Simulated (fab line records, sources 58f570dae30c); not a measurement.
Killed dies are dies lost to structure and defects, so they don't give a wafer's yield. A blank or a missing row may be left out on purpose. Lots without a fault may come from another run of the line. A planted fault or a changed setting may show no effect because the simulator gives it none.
A struck lot beside a sound one | flow berkeley_cmos170 | 23 steps out of a route of 331
Sound: wafers L230.2, L230.3, L230.4. Struck: wafers L246.2, L246.3, L246.6. The cause comes at the end.
At each step with rows: each side's tool, then ch and its chambers, then its first start. Under that, the readings that differ: sound wafers | struck wafers | difference of the means | sigmas: that difference in standard deviations of wafers without a fault.
alike: readings whose means differ by less than 2 such deviations, and words and numbers that are the same on both sides. not compared: withheld readings, readings that some wafer has no value for, bounds like >300 that may hide the same value, and numbers for which the record gives no deviation and whose values overlap.
The two part at a step that has a row with sigmas, a row that says differs or no value, or rows on one side only. Numbers that don't overlap but have no deviation are shown without sigmas and don't part them. A reading that every wafer of one side lacks parts them only if that side has two wafers or more.

UCB170_NWELL_ETCH_13: etches Si3N4 in CH3F/Ar/O2, stops on SiO2, target depth 246.4 nm, time 154 s.
  sound on rie_diel-04 ch 1,2,3, day 3 20:48; struck on rie_diel-04 ch 1,2,3, day 7 03:20
  alike: drypump_motor_current_A, oes_product_au, throttle_valve_pct
  not compared: rf_hours_counter_h
then, 1 step without rows for these wafers: UCB170_NWELL_IMPLANT_14.
UCB170_NWELL_STRIP_15: strips in O2.
  sound on plasma_asher-02 ch 0,1, day 3 21:04; struck on plasma_asher-03 ch 1, day 7 03:35
  alike: drypump_motor_current_A, oes_product_au, strip_time_to_endpoint_s
  not compared: rf_hours_counter_h
UCB170_NWELL_TW_MEAS_16:
  sound on film_metro-02, day 3 21:10; struck on film_metro-04, day 7 03:42
  alike: NWELL_TW
then, 6 steps without rows for these wafers: UCB170_NWELL_CLEAN_17 (cleans in SPM, time 600 s); UCB170_NWELL_WET_ETCH_18 (etches Si3N4 in H3PO4, time 14400 s); UCB170_NWELL_WET_ETCH_19 (etches SiO2 in BOE, time 22 s); UCB170_PWELL_CLEAN_00 (cleans in SPM, time 600 s); UCB170_PWELL_CLEAN_01 (cleans in dHF, time 60 s); UCB170_PWELL_OXIDATION_02 (target thk 26.4 nm, ox time 1260 s).
UCB170_PWELL_THK_MEAS_03:
  sound on film_metro-02, day 4 07:59; struck on film_metro-04, day 7 14:23
  alike: PWELL_OXIDE_THK
then, 1 step without rows for these wafers: UCB170_PWELL_ANNEAL_04 (time 900 s).
UCB170_PWELL_CVD_05: deposits Si3N4 from SiH2Cl2/NH3, target thk 220 nm, time 3300 s.
  sound on lpcvd-01 ch 0, day 4 14:39; struck on lpcvd-01 ch 1, day 7 23:49
  alike: zone_power_centre_pct
UCB170_PWELL_THK_MEAS_06:
  sound on film_metro-03, day 4 16:38; struck on film_metro-03, day 8 01:44
  reading                | sound             | struck            | difference | sigmas
  PWELL_NITRIDE_THK (nm) | 221.9 222.0 224.6 | 442.4 444.7 446.3 | +221.6     | +99 or more
then, 6 steps without rows for these wafers: UCB170_PWELL_HMDS_07 (prime time 60 s); UCB170_PWELL_COAT_08 (resist thk 900 nm); UCB170_PWELL_SOFTBAKE_09 (time 60 s); UCB170_PWELL_EXPOSE_10 (exposes mask PWELL, target cd 3000 nm); UCB170_PWELL_PEB_11; UCB170_PWELL_DEVELOP_12 (develop time 45 s).
UCB170_PWELL_OVL_MEAS_13:
  sound on overlay-02, day 4 17:49; struck on overlay-02, day 8 02:52
  alike: PWELL_OVL
UCB170_PWELL_ETCH_14: etches Si3N4 in CH3F/Ar/O2, stops on SiO2, target depth 242 nm, time 151 s.
  sound on rie_diel-02 ch 0,2,3, day 4 17:50; struck on rie_diel-01 ch 0,2,3, day 8 02:53
  reading                  | sound             | struck            | difference | sigmas
  oes_product_au (a.u.)    | 0.962 0.929 0.952 | 0.994 1.004 0.992 | +0.049     | +4
  model.etch.depth_nm (nm) | 221.9 221.8 224.7 | 239.9 237.2 242.4 | +17.0      |
  alike: drypump_motor_current_A, throttle_valve_pct
  not compared: rf_hours_counter_h
then, 1 step without rows for these wafers: UCB170_PWELL_IMPLANT_15.

WHERE THEY PART
First at UCB170_PWELL_THK_MEAS_06; last, within this record, at UCB170_PWELL_ETCH_14.

WHY: what the simulator had put in
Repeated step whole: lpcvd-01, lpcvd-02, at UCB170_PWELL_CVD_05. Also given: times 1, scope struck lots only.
